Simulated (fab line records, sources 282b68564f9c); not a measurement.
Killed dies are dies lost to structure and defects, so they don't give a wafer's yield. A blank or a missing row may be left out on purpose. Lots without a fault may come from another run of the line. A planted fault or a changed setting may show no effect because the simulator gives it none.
A struck lot beside a sound one | flow rit_cmos | 15 steps out of a route of 202
Sound: wafers L944.1, L944.2, L944.5. Struck: wafers L954.3, L954.5, L954.6. The cause comes at the end.
At each step with rows: each side's tool, then ch and its chambers, then its first start. Under that, the readings that differ: sound wafers | struck wafers | difference of the means | sigmas: that difference in standard deviations of wafers without a fault.
alike: readings whose means differ by less than 2 such deviations, and words and numbers that are the same on both sides. not compared: withheld readings, readings that some wafer has no value for, bounds like >300 that may hide the same value, and numbers for which the record gives no deviation and whose values overlap.
The two part at a step that has a row with sigmas, a row that says differs or no value, or rows on one side only. Numbers that don't overlap but have no deviation are shown without sigmas and don't part them. A reading that every wafer of one side lacks parts them only if that side has two wafers or more.

first, 6 steps without rows for these wafers: RIT_PRETRO_HMDS_00 (prime time 60 s); RIT_PRETRO_COAT_01 (resist thk 1300 nm); RIT_PRETRO_SOFTBAKE_02 (time 60 s); RIT_PRETRO_EXPOSE_03 (exposes mask M5, target cd 43700 nm); RIT_PRETRO_PEB_04; RIT_PRETRO_DEVELOP_05 (develop time 68 s).
RIT_PRETRO_OVL_MEAS_06:
  sound on overlay-02, day 3 15:13; struck on overlay-01, day 6 05:09
  alike: PRETRO_OVL
then, 2 steps without rows for these wafers: RIT_PRETRO_HARDBAKE_07 (time 120 s); RIT_PRETRO_IMPLANT_08.
RIT_PRETRO_STRIP_09: strips in O2, time 180 s.
  sound on plasma_asher-01 ch 0,1, day 3 15:40; struck on plasma_asher-04 ch 0,1, day 6 05:38
  reading             | sound       | struck      | difference | sigmas
  rf_refl_power_W (W) | 8.7 8.5 7.8 | 6.4 6.2 6.0 | -2.1       | -3
  alike: drypump_motor_current_A
  not compared: rf_hours_counter_h
RIT_PRETRO_TW_MEAS_10:
  sound on film_metro-03, day 3 15:50; struck on film_metro-03, day 6 05:46
  alike: PRETRO_TW
then, 1 step without rows for these wafers: RIT_GATE_WET_ETCH_00 (etches SiO2 in BOE, target depth 56 nm, time 60 s).
RIT_GATE_CLEAN_01: cleans in SC1, time 607.7 s.
  sound on wet_bench-01 ch 0, day 3 15:55; struck on wet_bench-02 ch 2, day 6 05:52
  no value came back on the struck wafers for bath_guard_temp_C (C), bath_heat_duty_pct (%); on the sound wafers bath_guard_temp_C (C) reads 75.1 75.1 75.2
then, 1 step without rows for these wafers: RIT_GATE_CLEAN_02 (cleans in dHF, time 30 s).
RIT_M1_PROBE_99:
  sound on prober-01, day 4 18:11; struck on prober-02, day 7 10:22
  alike: killed_at_contacts, killed_at_front_end, killed_dies, killed_open, killed_short

WHERE THEY PART
First at RIT_PRETRO_STRIP_09; last, within this record, at RIT_GATE_CLEAN_01. Later steps at which nothing parts them and some readings are alike: RIT_M1_PROBE_99.

WHY: what the simulator had put in
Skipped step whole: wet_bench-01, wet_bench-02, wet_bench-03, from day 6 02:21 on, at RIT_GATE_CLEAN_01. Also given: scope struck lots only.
